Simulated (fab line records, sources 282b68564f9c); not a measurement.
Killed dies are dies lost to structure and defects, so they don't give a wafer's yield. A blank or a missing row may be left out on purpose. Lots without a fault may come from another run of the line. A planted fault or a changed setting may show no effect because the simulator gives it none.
A struck lot beside a sound one | flow rit_cmos | 15 steps out of a route of 202
Sound: wafers L477.1, L477.2, L477.6. Struck: wafers L481.2, L481.3, L481.6. The cause comes at the end.
At each step with rows: each side's tool, then ch and its chambers, then its first start. Under that, the readings that differ: sound wafers | struck wafers | difference of the means | sigmas: that difference in standard deviations of wafers without a fault.
alike: readings whose means differ by less than 2 such deviations, and words and numbers that are the same on both sides. not compared: withheld readings, readings that some wafer has no value for, bounds like >300 that may hide the same value, and numbers for which the record gives no deviation and whose values overlap.
The two part at a step that has a row with sigmas, a row that says differs or no value, or rows on one side only. Numbers that don't overlap but have no deviation are shown without sigmas and don't part them. A reading that every wafer of one side lacks parts them only if that side has two wafers or more.

first, 2 steps without rows for these wafers: RIT_ACTIVE_CLEAN_17 (cleans in SC2, time 600 s); RIT_FOX1_OXIDATION_00 (target thk 350.7 nm, ox time 1130 s).
RIT_FOX1_THK_MEAS_01:
  sound on film_metro-02, day 4 14:56; struck on film_metro-01, day 5 10:57
  alike: FOX1_OXIDE_THK
then, 2 steps without rows for these wafers: RIT_FOX1_WET_ETCH_02 (etches SiO2 in BOE, target depth 350 nm, time 390 s); RIT_FOX2_OXIDATION_00 (target thk 350.7 nm, ox time 1130 s).
RIT_FOX2_THK_MEAS_01:
  sound on film_metro-02, day 4 17:52; struck on film_metro-02, day 5 12:26
  alike: FOX2_OXIDE_THK
then, 2 steps without rows for these wafers: RIT_FOX2_CLEAN_02 (cleans in dHF, time 180 s); RIT_FOX2_WET_ETCH_03 (etches Si3N4 in H3PO4, target depth 195 nm, time 2700 s).
RIT_FOX2_THK_MEAS_90:
  sound on film_metro-02, day 4 18:44; struck on film_metro-03, day 5 13:24
  alike: FIELD_OXIDE_LEFT_1_THK
then, 3 steps without rows for these wafers: RIT_NWELL_HMDS_00 (prime time 60 s); RIT_NWELL_COAT_01 (resist thk 1300 nm); RIT_NWELL_SOFTBAKE_02 (time 60 s).
RIT_NWELL_EXPOSE_03: exposes mask M2, target cd 43900 nm.
  sound on iline_stepper-02 ch 0, day 4 19:29; struck on iline_stepper-01 ch 0, day 5 14:02
  reading                       | sound                | struck            | difference | sigmas
  model.NWELL.overlay_x_nm (nm) | 0.5336 0.5336 0.5336 | 1.586 1.586 1.586 | +1.052     |
  alike: mask, exposure_dose_mJ_cm2
then, 1 step without rows for these wafers: RIT_NWELL_PEB_04.
RIT_M1_PROBE_99:
  the record has rows for the struck wafers here (prober-01, day 7 03:10) and none for the sound ones

WHERE THEY PART
Only at RIT_M1_PROBE_99, within this record.

WHY: what the simulator had put in
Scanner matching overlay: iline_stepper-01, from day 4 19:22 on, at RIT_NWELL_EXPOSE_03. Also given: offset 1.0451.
